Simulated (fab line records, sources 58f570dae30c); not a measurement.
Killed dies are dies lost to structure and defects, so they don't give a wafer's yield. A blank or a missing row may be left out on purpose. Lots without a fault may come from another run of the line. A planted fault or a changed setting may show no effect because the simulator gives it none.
Chamber matching | flow berkeley_cmos170 | UCB170_V1_CMP_02 on cmp-02: 4 sister chambers
The step polishes SiO2. 14 wafers are shown with their chamber, then 7 later ones without.

WAFERS WITH THEIR CHAMBER
wafer  | chamber | motor_current_A (A) | slurry_flow_ml_min | platen_rpm (rpm)
L574.1 | 2       | 14.7                | 149.6              | 60.04
L574.2 | 3       | 14.8                | 150.2              | 60.02
L574.5 | 1       | 17.4                | 149.8              | 60.00
L577.2 | 2       | 14.6                | 150.5              | 59.99
L577.3 | 3       | 14.6                | 150.1              | 60.02
L577.4 | 1       | 17.2                | 149.9              | 60.04
L580.2 | 3       | 14.8                | 150.5              | 59.99
L580.3 | 0       | 16.9                | 149.7              | 59.96
L580.5 | 3       | 14.4                | 150.6              | 59.89
L582.1 | 0       | 18.0                | 150.1              | 60.01
L582.3 | 3       | 14.1                | 150.2              | 60.06
L582.4 | 2       | 15.1                | 150.1              | 60.00
L587.1 | 2       | 14.6                | 150.0              | 59.91
L587.3 | 3       | 13.8                | 149.4              | 60.10

SIGNATURES (means of the wafers above)
reading            | chamber 0 | chamber 1 | chamber 2 | chamber 3 | scatter within a chamber
motor_current_A    | 17.450    | 17.300    | 14.750    | 14.417    | 0.4
slurry_flow_ml_min | 149.900   | 149.850   | 150.050   | 150.167   | 0.373
platen_rpm         | 59.9850   | 60.0200   | 59.9850   | 60.0133   | 0.0604
Rule: a wafer's distance from a chamber is the root of the sum, over the readings, of the square of ((its reading less the chamber's mean) divided by the reading's scatter). The wafer belongs to the nearest chamber; if the next one is less than 2 further off, it can't be placed. The scatter: the root of (the sum of the squares of (reading less its chamber's mean) over the shown wafers, divided by (wafers less chambers)).

WAFERS WITHOUT THEIR CHAMBER
wafer  | motor_current_A (A) | slurry_flow_ml_min | platen_rpm (rpm)
L587.6 | 18.3                | 150.4              | 60.04
L594.3 | 17.3                | 150.4              | 60.03
L594.4 | 15.7                | 150.1              | 60.06
L594.5 | 17.4                | 149.2              | 60.00
L595.1 | 17.3                | 149.5              | 59.97
L595.3 | 14.6                | 149.4              | 59.94
L595.5 | 16.9                | 149.6              | 59.93

WHICH CHAMBER EACH WENT THROUGH
wafer  | from the rows above               | in truth
L587.6 | can't be placed: 0 or 1           | 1
L594.3 | can't be placed: 1 or 0           | 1
L594.4 | can't be placed: 2 or 3 or 1 or 0 | 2
L594.5 | can't be placed: 1 or 0           | 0
L595.1 | can't be placed: 0 or 1           | 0
L595.3 | can't be placed: 2 or 3           | 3
L595.5 | can't be placed: 0 or 1           | 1
Placed correctly: 0 of 7. Can't be placed from these rows: 7 (the true chamber is among the candidates in 7). Placed wrongly: 0.
